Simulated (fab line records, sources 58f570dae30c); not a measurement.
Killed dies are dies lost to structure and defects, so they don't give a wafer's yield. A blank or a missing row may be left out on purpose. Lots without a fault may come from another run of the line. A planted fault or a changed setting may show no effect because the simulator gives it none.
A struck lot beside a sound one | flow berkeley_cmos170 | 14 steps out of a route of 331
Sound: wafers L121.2, L121.3, L121.6. Struck: wafers L134.2, L134.3, L134.5. The cause comes at the end.
At each step with rows: each side's tool, then ch and its chambers, then its first start. Under that, the readings that differ: sound wafers | struck wafers | difference of the means | sigmas: that difference in standard deviations of wafers without a fault.
alike: readings whose means differ by less than 2 such deviations, and words and numbers that are the same on both sides. not compared: withheld readings, readings that some wafer has no value for, bounds like >300 that may hide the same value, and numbers for which the record gives no deviation and whose values overlap.
The two part at a step that has a row with sigmas, a row that says differs or no value, or rows on one side only. Numbers that don't overlap but have no deviation are shown without sigmas and don't part them. A reading that every wafer of one side lacks parts them only if that side has two wafers or more.

first, 1 step without rows for these wafers: UCB170_GATE_DEVELOP_11 (develop time 45 s).
UCB170_GATE_CD_MEAS_12: target cd 350 nm.
  sound on cd_sem-02, day 5 23:39; struck on cd_sem-02, day 8 20:46
  alike: cd_nm
UCB170_GATE_OVL_MEAS_13:
  sound on overlay-02, day 5 23:46; struck on overlay-01, day 8 20:53
  alike: GATE_OVL
UCB170_GATE_ETCH_14: etches BARC in N2/H2.
  sound on rie_diel-01 ch 0,3, day 5 23:47; struck on rie_diel-01 ch 1,2, day 8 20:55
  alike: drypump_motor_current_A, n2_flow_sccm, oes_product_au, throttle_valve_pct
UCB170_GATE_ETCH_15: etches poly-Si in HBr/Cl2, stops on SiO2, time 56.3 s, target depth 278.2 nm.
  sound on rie_si-02 ch 1,2, day 5 23:50; struck on rie_si-02 ch 0,2,3, day 8 20:57
  alike: HBr_flow_sccm, drypump_motor_current_A, oes_product_au, throttle_valve_pct
  not compared: rf_hours_counter_h
UCB170_GATE_STRIP_16: strips in O2.
  sound on plasma_asher-03 ch 0,1, day 5 23:53; struck on plasma_asher-01 ch 0,1, day 8 21:00
  alike: drypump_motor_current_A, oes_product_au
  not compared: rf_hours_counter_h
UCB170_GATE_CD_MEAS_90: target cd 350 nm.
  sound on cd_sem-01, day 6 00:01; struck on cd_sem-01, day 8 21:07
  alike: cd_nm
then, 5 steps without rows for these wafers: UCB170_GATE_CLEAN_17 (cleans in SPM, time 600 s); UCB170_PLDD_HMDS_00 (prime time 60 s); UCB170_PLDD_COAT_01 (resist thk 900 nm); UCB170_PLDD_SOFTBAKE_02 (time 60 s); UCB170_PLDD_EXPOSE_03 (exposes mask PSELECT, target cd 1200 nm).
UCB170_PLDD_PEB_04:
  sound on litho_track-03 ch 0, day 6 01:28; struck on litho_track-02, day 8 22:17
  no value came back on the struck wafers for chill_plate_temp_C (C), exhaust_pa (Pa); on the sound wafers chill_plate_temp_C (C) reads 23.06 22.91 22.90
then, 1 step without rows for these wafers: UCB170_PLDD_DEVELOP_05 (develop time 45 s).

WHERE THEY PART
Only at UCB170_PLDD_PEB_04, within this record.

WHY: what the simulator had put in
Skipped step whole: litho_track-02, from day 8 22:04 on, at UCB170_PLDD_PEB_04. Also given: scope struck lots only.
